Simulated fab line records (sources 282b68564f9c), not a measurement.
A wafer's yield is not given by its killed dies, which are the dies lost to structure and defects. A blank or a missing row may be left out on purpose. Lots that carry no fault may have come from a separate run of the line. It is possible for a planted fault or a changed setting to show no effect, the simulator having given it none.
Which tool is to blame? -- flow rit-cmos -- Sampling: 13 lots, 39 wafers, 2 of 202 route steps

## WHAT THE GAUGES SHOWED, per wafer
RIT_GATE_CD_MEAS_16 targets a cd of 150 nm. Usual: cd-nm 149.8 nm, standard deviation 2.3.
lot,measured,on,cd-nm (nm),flag
L791,day 2 16:55,cd-sem-02,150.4 150.4 151.8,
L792,day 2 18:32,cd-sem-02,152.0 150.2 150.7,
L793,day 3 03:59,cd-sem-02,150.8 149.7 151.0,
L795,day 3 10:34,cd-sem-02,153.9 155.9 155.4,
L799,day 4 06:54,cd-sem-01,193.3 193.4 193.9,OFF
L807,day 5 23:34,cd-sem-01,150.9 149.3 148.8,
L808,day 6 03:56,cd-sem-02,149.3 148.7 149.2,
L809,day 6 11:22,cd-sem-02,151.0 151.2 151.4,
L810,day 6 13:19,cd-sem-01,146.8 145.5 147.0,
L811,day 6 20:52,cd-sem-01,145.4 145.6 149.1,
L812,day 6 23:29,cd-sem-02,153.0 149.2 151.3,
L813,day 7 06:20,cd-sem-02,146.9 148.0 148.3,
L814,day 7 11:42,cd-sem-01,154.3 153.5 155.0,

## EACH LOT AND THE TOOL THAT RAN IT (in order: tool; ch and the chambers of the sampled wafers; start)
lot,RIT_GATE_EXPOSE_13
L791,"iline-stepper-02 ch 0, day 2 16:31"
L792,"iline-stepper-02 ch 0, day 2 18:08"
L793,"iline-stepper-02 ch 0, day 3 03:35"
L795,"iline-stepper-02 ch 0, day 3 10:10"
L799,"iline-stepper-02 ch 0, day 4 06:30"
L807,"iline-stepper-02 ch 0, day 5 23:10"
L808,"iline-stepper-02 ch 0, day 6 03:32"
L809,"iline-stepper-01 ch 0, day 6 10:58"
L810,"iline-stepper-01 ch 0, day 6 12:55"
L811,"iline-stepper-01 ch 0, day 6 20:28"
L812,"iline-stepper-01 ch 0, day 6 23:05"
L813,"iline-stepper-02 ch 0, day 7 05:56"
L814,"iline-stepper-02 ch 0, day 7 11:13"
- RIT_GATE_EXPOSE_13: exposes mask M6, target cd 150 nm.

## AS READ BY THE TOOLS THEMSELVES (means over the sampled wafers that have a number; for cases with no such wafer, the mark the record gives instead)
The record holds no such reading with a usual standard deviation.

## THE ANSWER, worked out from the rows above alone
Rule: lot off if the mean of its wafers having a number is beyond 3 standard deviations from the usual mean. Also off: a lot with no number at a reading for which 4 or more lots have one. All remaining lots with rows at the step are treated as sound. Order of review: gauges by route order, followed by the tools' own readings, for which a lot's mean as printed above is used. At the first step where some lot is off, the reading lying furthest off is the one used; lots without a number count as furthest.
Off: L799 (RIT_GATE_CD_MEAS_16, cd-nm).
A tool fits if, at a process step before that reading, it ran every lot that is off, and no sound lot after the first of them. Those tools and the gauges at RIT_GATE_CD_MEAS_16 are tried in the same way. No candidate that was tried fits.

## WHAT WAS PUT IN BY THE SIMULATOR
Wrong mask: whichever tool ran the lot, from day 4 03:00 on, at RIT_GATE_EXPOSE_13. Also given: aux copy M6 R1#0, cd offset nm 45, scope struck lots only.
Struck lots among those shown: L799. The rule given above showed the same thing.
